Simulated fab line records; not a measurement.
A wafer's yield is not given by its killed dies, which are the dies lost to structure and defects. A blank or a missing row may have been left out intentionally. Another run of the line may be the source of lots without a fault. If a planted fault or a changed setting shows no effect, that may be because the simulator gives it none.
Which tool is to blame? | flow rit_cmos | 21 wafers from 7 lots sampled at 3 of the route's 202 steps

== WHAT THE GAUGES SHOWED, per wafer ==
RIT_SDANNEAL_RS_MEAS_04: a four-point-probe measurement.
lot  | measured    | on            | PSD_RS (ohm/sq)
L263 | day 3 10:43 | film_metro-01 | 115.7 115.8 115.5
L265 | day 4 01:06 | film_metro-01 | 116.2 115.9 116.0
L272 | day 5 09:49 | film_metro-04 | - - -
L276 | day 6 02:23 | film_metro-01 | 115.6 115.5 116.0
L280 | day 6 20:44 | film_metro-03 | 115.8 116.0 116.2
L282 | day 7 11:39 | film_metro-04 | 115.7 115.4 116.0
L284 | day 8 01:03 | film_metro-03 | 116.1 116.4 116.3

== EACH LOT AND THE TOOL THAT RAN IT (in order: tool; ch and the chambers of the sampled wafers; start) ==
lot  | RIT_PLDD_STRIP_09                   | RIT_PSD_IMPLANT_08
L263 | plasma_asher-01 ch 0,1, day 3 03:38 | implanter-04 ch 0, day 3 09:52
L265 | plasma_asher-01 ch 0,1, day 3 17:13 | implanter-03 ch 0, day 4 00:17
L272 | plasma_asher-04 ch 0,1, day 5 03:31 | implanter-02 ch 0, day 5 09:00
L276 | plasma_asher-04 ch 0,1, day 5 20:11 | implanter-03 ch 0, day 6 01:35
L280 | plasma_asher-01 ch 0,1, day 6 14:44 | implanter-03 ch 0, day 6 19:56
L282 | plasma_asher-01 ch 0,1, day 7 04:57 | implanter-04 ch 0, day 7 10:38
L284 | plasma_asher-04 ch 0,1, day 7 18:20 | implanter-04 ch 0, day 7 23:50
- RIT_PLDD_STRIP_09: strips in O2, time 180 s.
- RIT_PSD_IMPLANT_08

== THE ANSWER, worked out from the rows above alone ==
Rule: the lots themselves supply what counts as usual. The widest of any qualifying gaps counts: lots, ordered by their means at a reading, are off when they make up no more than a third of the lots, leave a main group of 4 or more, and stand apart from it by 3 or more times the standard deviation of that group's means. If all means in a main group match to the digits the tables above print for the reading, that group is not used. Also off: a lot with no number at a reading for which 4 or more lots have one. Where the step has rows for the other lots, those lots are counted as sound.
Off: at RIT_SDANNEAL_RS_MEAS_04 (PSD_RS), L272. Without a number there: L272. Mean 115.9 ohm/sq and standard deviation 0.22 in the main group.
If a tool, at a process step before that reading, ran all the lots that are off and no sound lot after the first of them, it fits. The gauges at RIT_SDANNEAL_RS_MEAS_04 are tried like those tools. One candidate fits, namely implanter-02 at RIT_PSD_IMPLANT_08. It ran no sound lot before its first lot that is off in this sample, so the start can't be narrowed down.

== WHAT THE SIMULATOR HAD INSERTED ==
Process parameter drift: implanter-02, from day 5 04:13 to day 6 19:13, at RIT_PSD_IMPLANT_08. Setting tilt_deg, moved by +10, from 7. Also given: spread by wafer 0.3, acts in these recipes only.
Lots struck among those shown: L272. The rule above reached the same finding.
